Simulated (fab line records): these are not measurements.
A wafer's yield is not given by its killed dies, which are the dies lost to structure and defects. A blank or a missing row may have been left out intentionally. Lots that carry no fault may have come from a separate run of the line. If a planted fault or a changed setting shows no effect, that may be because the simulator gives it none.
Which tool is to blame?    flow rit cmos    6 lots with 18 wafers sampled at 2 steps, on a route of 202 steps

WHAT EACH GAUGE READ, for each wafer
RIT_NSD_TW_MEAS_10.
lot   measured     on             NSD_TW
L330  day 3 04:40  film metro-02  3139 3131 3133
L336  day 4 13:19  film metro-01  3083 3094 3091
L338  day 4 20:34  film metro-03  3116 3123 3111
L342  day 5 17:32  film metro-01  3062 3074 3085
L348  day 7 02:34  film metro-02  3134 3128 3140
L350  day 7 08:52  film metro-01  3112 3102 3112

WHICH TOOL RAN EACH LOT (tool, then ch and the chambers of the sampled wafers, then the start)
lot   RIT_PWELL_SOFTBAKE_02
L330  litho track-03 ch 0, day 2 02:31
L336  litho track-02 ch 0, day 3 09:07
L338  litho track-04 ch 0, day 3 18:29
L342  litho track-03 ch 0, day 4 14:56
L348  litho track-02 ch 0, day 5 22:01
L350  litho track-02 ch 0, day 6 07:40
- RIT_PWELL_SOFTBAKE_02: time 61.31 s.

THE ANSWER, worked out from the rows above alone
Rule: the usual values come from the lots themselves. Put in order of their means at a reading, lots are off if they are a third of the lots or fewer, leave a main group of 4 or more, and stand apart from it by a gap of 3 or more times the standard deviation of the main group's means; of several such gaps the widest counts. The tables above print the reading to a certain number of digits; a main group whose means all agree to those digits is not used. A lot without any number at a reading at which 4 lots or more have one is off too. Any other lot the step has rows for is counted as sound.
No lot is off at any reading shown: from this, nothing can be told.

WHAT THE SIMULATOR PUT IN
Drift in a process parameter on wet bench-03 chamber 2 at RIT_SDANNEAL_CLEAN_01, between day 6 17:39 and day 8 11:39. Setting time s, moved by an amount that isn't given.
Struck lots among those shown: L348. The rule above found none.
